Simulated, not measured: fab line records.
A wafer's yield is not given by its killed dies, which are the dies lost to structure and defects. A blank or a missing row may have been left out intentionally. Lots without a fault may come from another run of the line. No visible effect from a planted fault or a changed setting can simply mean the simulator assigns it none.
What tool caused it? || flow rit-cmos || Sampling: 13 lots, 39 wafers, 2 of 202 route steps

== WHAT EACH GAUGE READ, for each wafer ==
RIT_M1_CD_MEAS_09: the cd target is 2600 nm. Usual: cd-nm at 2599.2 nm, with a standard deviation of 2.5.
{"lot": "L622", "measured": "day 3 06:11", "on": "cd-sem-02", "cd-nm (nm)": "2597.6 2598.1 2597.3", "flag": ""}
{"lot": "L623", "measured": "day 3 12:09", "on": "cd-sem-02", "cd-nm (nm)": "2597.7 2597.9 2598.1", "flag": ""}
{"lot": "L625", "measured": "day 3 22:29", "on": "cd-sem-02", "cd-nm (nm)": "2598.8 2600.2 2597.9", "flag": ""}
{"lot": "L626", "measured": "day 4 03:02", "on": "cd-sem-01", "cd-nm (nm)": "2596.3 2593.2 2594.7", "flag": ""}
{"lot": "L627", "measured": "day 4 07:32", "on": "cd-sem-02", "cd-nm (nm)": "2603.6 2602.3 2602.3", "flag": ""}
{"lot": "L629", "measured": "day 4 18:46", "on": "cd-sem-02", "cd-nm (nm)": "2596.8 2597.6 2599.0", "flag": ""}
{"lot": "L630", "measured": "day 4 22:47", "on": "cd-sem-02", "cd-nm (nm)": "2751.0 2749.2 2751.1", "flag": "OFF"}
{"lot": "L639", "measured": "day 6 19:20", "on": "cd-sem-01", "cd-nm (nm)": "2596.4 2596.8 2595.9", "flag": ""}
{"lot": "L640", "measured": "day 7 00:08", "on": "cd-sem-02", "cd-nm (nm)": "2599.6 2601.3 2603.5", "flag": ""}
{"lot": "L641", "measured": "day 7 06:28", "on": "cd-sem-01", "cd-nm (nm)": "2600.1 2602.5 2602.9", "flag": ""}
{"lot": "L642", "measured": "day 7 09:47", "on": "cd-sem-01", "cd-nm (nm)": "2599.2 2599.0 2600.1", "flag": ""}
{"lot": "L643", "measured": "day 7 17:11", "on": "cd-sem-02", "cd-nm (nm)": "2602.1 2603.5 2601.9", "flag": ""}
{"lot": "L645", "measured": "day 8 02:15", "on": "cd-sem-01", "cd-nm (nm)": "2594.2 2592.3 2595.0", "flag": ""}

== TOOL THAT RAN EACH LOT (tool first, then ch and the chambers of the sampled wafers, then the start) ==
{"lot": "L622", "RIT_M1_EXPOSE_06": "iline-stepper-01 ch 0, day 3 05:45"}
{"lot": "L623", "RIT_M1_EXPOSE_06": "iline-stepper-01 ch 0, day 3 11:43"}
{"lot": "L625", "RIT_M1_EXPOSE_06": "iline-stepper-01 ch 0, day 3 22:04"}
{"lot": "L626", "RIT_M1_EXPOSE_06": "iline-stepper-02 ch 0, day 4 02:37"}
{"lot": "L627", "RIT_M1_EXPOSE_06": "iline-stepper-01 ch 0, day 4 07:06"}
{"lot": "L629", "RIT_M1_EXPOSE_06": "iline-stepper-02 ch 0, day 4 18:20"}
{"lot": "L630", "RIT_M1_EXPOSE_06": "iline-stepper-02 ch 0, day 4 22:22"}
{"lot": "L639", "RIT_M1_EXPOSE_06": "iline-stepper-02 ch 0, day 6 18:54"}
{"lot": "L640", "RIT_M1_EXPOSE_06": "iline-stepper-02 ch 0, day 6 23:42"}
{"lot": "L641", "RIT_M1_EXPOSE_06": "iline-stepper-02 ch 0, day 7 06:02"}
{"lot": "L642", "RIT_M1_EXPOSE_06": "iline-stepper-01 ch 0, day 7 09:21"}
{"lot": "L643", "RIT_M1_EXPOSE_06": "iline-stepper-02 ch 0, day 7 16:46"}
{"lot": "L645", "RIT_M1_EXPOSE_06": "iline-stepper-01 ch 0, day 8 01:49"}
- RIT_M1_EXPOSE_06: exposes mask M12, target cd 2600 nm.

== AS READ BY THE TOOLS THEMSELVES (means over the sampled wafers that have a number; for cases with no such wafer, the mark the record gives instead) ==
The record holds no such reading with a usual standard deviation.

== THE ANSWER, worked out from the rows above alone ==
Rule: a lot is off if the mean of its wafers that have a number lies more than 3 standard deviations from the usual mean. Also off: a lot with no number at a reading for which 4 or more lots have one. All remaining lots with rows at the step are treated as sound. After the gauges, taken in route order, come the tools' own readings; for these a lot's mean is taken, as printed above. At the first step where some lot is off, the reading lying furthest off is the one used; lots without a number count as furthest.
Off: L630, at RIT_M1_CD_MEAS_09 (cd-nm).
If a tool, at a process step before that reading, ran all the lots that are off and no sound lot after the first of them, it fits. Gauges at RIT_M1_CD_MEAS_09: tried the same way as those tools. None of those tried fits.

== WHAT HAD BEEN PUT IN BY THE SIMULATOR ==
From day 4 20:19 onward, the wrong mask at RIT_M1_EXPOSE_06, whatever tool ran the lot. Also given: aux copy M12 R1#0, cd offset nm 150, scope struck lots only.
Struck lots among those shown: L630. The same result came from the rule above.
